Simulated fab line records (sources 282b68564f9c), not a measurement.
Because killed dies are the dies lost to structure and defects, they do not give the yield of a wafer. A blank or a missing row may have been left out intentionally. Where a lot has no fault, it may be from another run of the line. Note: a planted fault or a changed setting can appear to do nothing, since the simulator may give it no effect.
Which of the tools did it? | flow rit cmos | 14 lots with 42 wafers sampled at 2 steps, on a route of 202 steps

## WHAT EACH GAUGE READ, for each wafer
RIT_ACTIVE_THK_MEAS_04.
lot  | measured    | on            | ACTIVE_NITRIDE_THK (nm)
L577 | day 1 14:14 | film metro-02 | 149.6 149.9 150.5
L578 | day 1 18:33 | film metro-04 | 150.3 148.8 150.2
L579 | day 2 00:18 | film metro-02 | 150.7 152.0 150.4
L580 | day 2 04:36 | film metro-02 | 148.4 149.1 148.9
L581 | day 2 10:26 | film metro-02 | 147.1 147.8 149.2
L583 | day 2 20:35 | film metro-02 | 149.8 150.8 150.9
L584 | day 3 00:37 | film metro-03 | 147.4 147.8 145.9
L586 | day 3 10:37 | film metro-03 | 148.4 149.7 148.3
L587 | day 3 15:53 | film metro-03 | 151.2 152.3 151.4
L591 | day 4 13:24 | film metro-03 | 150.4 148.8 150.1
L596 | day 5 13:40 | film metro-04 | 119.1 118.4 117.8
L597 | day 5 17:45 | film metro-03 | 121.7 120.8 120.6
L598 | day 5 22:46 | film metro-04 | 151.3 150.7 150.2
L600 | day 6 09:25 | film metro-02 | 150.5 150.2 150.7

## EACH LOT AND THE TOOL THAT RAN IT (in order: tool; ch and the chambers of the sampled wafers; start)
lot  | RIT_ACTIVE_CVD_03
L577 | lpcvd-01 ch 0, day 1 12:07
L578 | lpcvd-02 ch 0, day 1 17:07
L579 | lpcvd-01 ch 1, day 1 22:10
L580 | lpcvd-02 ch 0, day 2 03:10
L581 | lpcvd-02 ch 0, day 2 09:01
L583 | lpcvd-01 ch 0, day 2 18:28
L584 | lpcvd-02 ch 1, day 2 23:11
L586 | lpcvd-02 ch 0, day 3 09:13
L587 | lpcvd-01 ch 1, day 3 14:28
L591 | lpcvd-02 ch 0, day 4 11:58
L596 | lpcvd-01 ch 1, day 5 12:14
L597 | lpcvd-01 ch 1, day 5 16:19
L598 | lpcvd-02 ch 0, day 5 21:22
L600 | lpcvd-02 ch 1, day 6 08:00
- RIT_ACTIVE_CVD_03: deposits Si3N4 from SiH2Cl2/NH3, target thk 150 nm, time 1500 s.

## AS READ BY THE TOOLS THEMSELVES (means over the sampled wafers that have a number; for cases with no such wafer, the mark the record gives instead)
RIT_ACTIVE_CVD_03.
lot  | tool     | nh3 flow sccm (sccm)
L577 | lpcvd-01 | 150.0
L578 | lpcvd-02 | 149.8
L579 | lpcvd-01 | 150.2
L580 | lpcvd-02 | 150.2
L581 | lpcvd-02 | 150.3
L583 | lpcvd-01 | 149.9
L584 | lpcvd-02 | 150.5
L586 | lpcvd-02 | 149.7
L587 | lpcvd-01 | 149.8
L591 | lpcvd-02 | 150.2
L596 | lpcvd-01 | 150.1
L597 | lpcvd-01 | 150.5
L598 | lpcvd-02 | 149.2
L600 | lpcvd-02 | 149.8

## THE ANSWER, worked out from the rows above alone
Rule: the lots themselves supply what counts as usual. The widest of any qualifying gaps counts: lots, ordered by their means at a reading, are off when they make up no more than a third of the lots, leave a main group of 4 or more, and stand apart from it by 3 or more times the standard deviation of that group's means. A main group whose means are all the same, to the digits that the tables above print for the reading, isn't used. Also off: a lot with no number at a reading for which 4 or more lots have one. Any other lot the step has rows for is counted as sound. After the gauges, taken in route order, come the tools' own readings; for these a lot's mean is taken, as printed above. The first step at which some lot is off is used, and at that step the reading that is off furthest; a lot without a number counts as furthest.
Off: L596, L597, at RIT_ACTIVE_THK_MEAS_04 (ACTIVE_NITRIDE_THK). For the main group the mean is 149.7 nm and the standard deviation 1.3.
If a tool, at a process step before that reading, ran all the lots that are off and no sound lot after the first of them, it fits. Those tools and the gauges at RIT_ACTIVE_THK_MEAS_04 are tried in the same way. One fits: lpcvd-01 at RIT_ACTIVE_CVD_03. A fault onset in the window from L587 (day 3 14:28, its last sound lot) to L596 (day 5 12:14, its first lot off) fits.

## WHAT HAD BEEN PUT IN BY THE SIMULATOR
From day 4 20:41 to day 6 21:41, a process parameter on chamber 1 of lpcvd-01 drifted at RIT_ACTIVE_CVD_03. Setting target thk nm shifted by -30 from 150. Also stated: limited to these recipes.
Shown lots that were struck: L596, L597. The rule given above showed the same thing.
